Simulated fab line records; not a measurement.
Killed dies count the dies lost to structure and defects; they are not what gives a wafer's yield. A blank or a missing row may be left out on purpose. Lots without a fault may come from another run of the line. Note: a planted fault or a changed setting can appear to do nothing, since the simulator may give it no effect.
One fault seen from 2 desks ; flow rit_cmos ; each desk has only its own numbers; what lay behind them comes last

== THE METROLOGY DESK ==
Lot by lot, what the gauges showed, no matter which tool ran the lot: averages of those sampled wafers that carry a number. A lot is out of limits, marked OUT, if its mean lies more than 4 standard deviations from the usual mean; the brackets give that distance.
Columns: A = FOX1_OXIDE_THK at RIT_FOX1_THK_MEAS_01, usual 352 nm
lot;first seen here;A
L694;day 1 17:19;357
L695;day 1 23:22;351
L699;day 2 18:47;360
L703;day 3 14:44;230 (-22) OUT
L705;day 4 00:27;239 (-20) OUT
L706;day 4 04:50;351
L707;day 4 09:50;342
L708;day 4 14:58;345
L711;day 5 05:49;357
L713;day 5 16:39;351
L714;day 5 20:50;361
L716;day 6 06:50;354
This desk finds L703, L705 out of limits, with the earliest case on L703 at day 3 14:44 (FOX1_OXIDE_THK at RIT_FOX1_THK_MEAS_01). Within limits: L694, L695, L699, L706, L707, L708, L711, L713, L714, L716.

== FOR THE TOOL OWNER'S DESK: furnace-01 ==
The tool's own readings at RIT_FOX1_OXIDATION_00 (target thk 350.7 nm, ox time 1130 s): means of the sampled wafers that have a number, for each lot that ran on this tool. A lot is out of limits, marked OUT, if its mean lies more than 4 standard deviations from the usual mean; the brackets give that distance.
Columns: A = ox_temp_c at RIT_FOX1_OXIDATION_00, usual 1100.1 C
lot;first seen here;A
L703;day 3 13:26;1100.1
L705;day 3 23:08;1099.9
This desk's finding: nothing out of limits on any of the 2 lots.

== ALL TOGETHER ==
L703, L705 would have let the metrology desk raise an alarm at day 3 14:44.
The desk of the tool owner found nothing out of limits.
On record at the tool owner's desk: L703, L705, within its limits.
The lots listed all ran RIT_FOX1_OXIDATION_00 on furnace-01.

== WHAT THE SIMULATOR HAD INSERTED ==
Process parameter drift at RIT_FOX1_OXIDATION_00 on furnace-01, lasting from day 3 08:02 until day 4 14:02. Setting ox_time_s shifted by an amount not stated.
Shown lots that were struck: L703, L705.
Per desk, hours elapsed from the start of the fault to the first reading out of limits: for the metrology desk, 7.
